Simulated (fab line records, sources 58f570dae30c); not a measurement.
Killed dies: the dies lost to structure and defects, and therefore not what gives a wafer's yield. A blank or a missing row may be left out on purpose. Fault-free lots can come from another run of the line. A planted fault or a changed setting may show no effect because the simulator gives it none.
Matching of chambers + flow berkeley cmos170 + UCB170_NWELL_ETCH_13 on rie diel-01: 4 sister chambers
The step etches Si3N4 in CH3F/Ar/O2, stops on SiO2, target depth 246.4 nm, time 154 s. 14 wafers are shown with their chamber, then 7 later ones without.

== WAFERS PAIRED WITH THEIR CHAMBERS ==
| wafer  | chamber | throttle valve pct (%) | oes product au (a.u.) | CH3F_flow_sccm (sccm) |
|--------|---------|------------------------|-----------------------|-----------------------|
| L872.2 | 0       | 8.27                   | 0.959                 | 19.98                 |
| L872.3 | 3       | 8.04                   | 0.944                 | 20.14                 |
| L872.6 | 3       | 8.06                   | 0.943                 | 20.04                 |
| L873.3 | 3       | 8.06                   | 0.947                 | 20.01                 |
| L873.4 | 2       | 8.11                   | 0.934                 | 19.98                 |
| L873.6 | 3       | 8.05                   | 0.964                 | 19.99                 |
| L875.3 | 1       | 8.07                   | 0.945                 | 20.07                 |
| L875.5 | 1       | 8.08                   | 0.950                 | 20.04                 |
| L875.6 | 2       | 8.10                   | 0.935                 | 19.97                 |
| L876.1 | 2       | 8.10                   | 0.933                 | 20.01                 |
| L876.2 | 3       | 8.06                   | 0.941                 | 20.03                 |
| L876.5 | 1       | 8.08                   | 0.933                 | 19.98                 |
| L879.1 | 0       | 8.26                   | 0.946                 | 20.00                 |
| L879.2 | 1       | 8.08                   | 0.946                 | 19.94                 |

SIGNATURES (means of the wafers above)
| reading            | chamber 0 | chamber 1 | chamber 2 | chamber 3 | scatter within a chamber |
|--------------------|-----------|-----------|-----------|-----------|--------------------------|
| throttle valve pct | 8.2650    | 8.0775    | 8.1033    | 8.0540    | 0.00715                  |
| oes product au     | 0.95250   | 0.94350   | 0.93400   | 0.94780   | 0.00771                  |
| CH3F_flow_sccm     | 19.9900   | 20.0075   | 19.9867   | 20.0420   | 0.0498                   |
Rule: for each reading, subtract the chamber's mean from the wafer's reading, divide by that reading's scatter and square the result; add these up over the readings and take the root, which gives the wafer's distance from the chamber. The wafer belongs to the nearest chamber; if the next one is less than 2 further off, it can't be placed. How the scatter is found: for the shown wafers, subtract from each reading the mean of its chamber, square and add these, divide the total by (wafers less chambers), then take the root.

== WAFERS WITH NO CHAMBER GIVEN ==
| wafer  | throttle valve pct (%) | oes product au (a.u.) | CH3F_flow_sccm (sccm) |
|--------|------------------------|-----------------------|-----------------------|
| L879.4 | 8.08                   | 0.940                 | 20.11                 |
| L891.1 | 8.05                   | 0.945                 | 20.00                 |
| L891.4 | 8.26                   | 0.940                 | 19.97                 |
| L891.6 | 8.26                   | 0.945                 | 19.97                 |
| L893.1 | 8.26                   | 0.947                 | 20.04                 |
| L893.2 | 8.10                   | 0.934                 | 20.05                 |
| L893.5 | 8.06                   | 0.959                 | 20.00                 |

== EACH ONE'S CHAMBER ==
| wafer  | from the rows above     | in truth |
|--------|-------------------------|----------|
| L879.4 | can't be placed: 1 or 3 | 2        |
| L891.1 | 3                       | 3        |
| L891.4 | 0                       | 0        |
| L891.6 | 0                       | 0        |
| L893.1 | 0                       | 0        |
| L893.2 | 2                       | 2        |
| L893.5 | can't be placed: 3 or 1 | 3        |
Correctly placed: 5 of 7. These rows do not allow placing 2 (true chamber among the candidates in 1). Wrongly placed: 0.
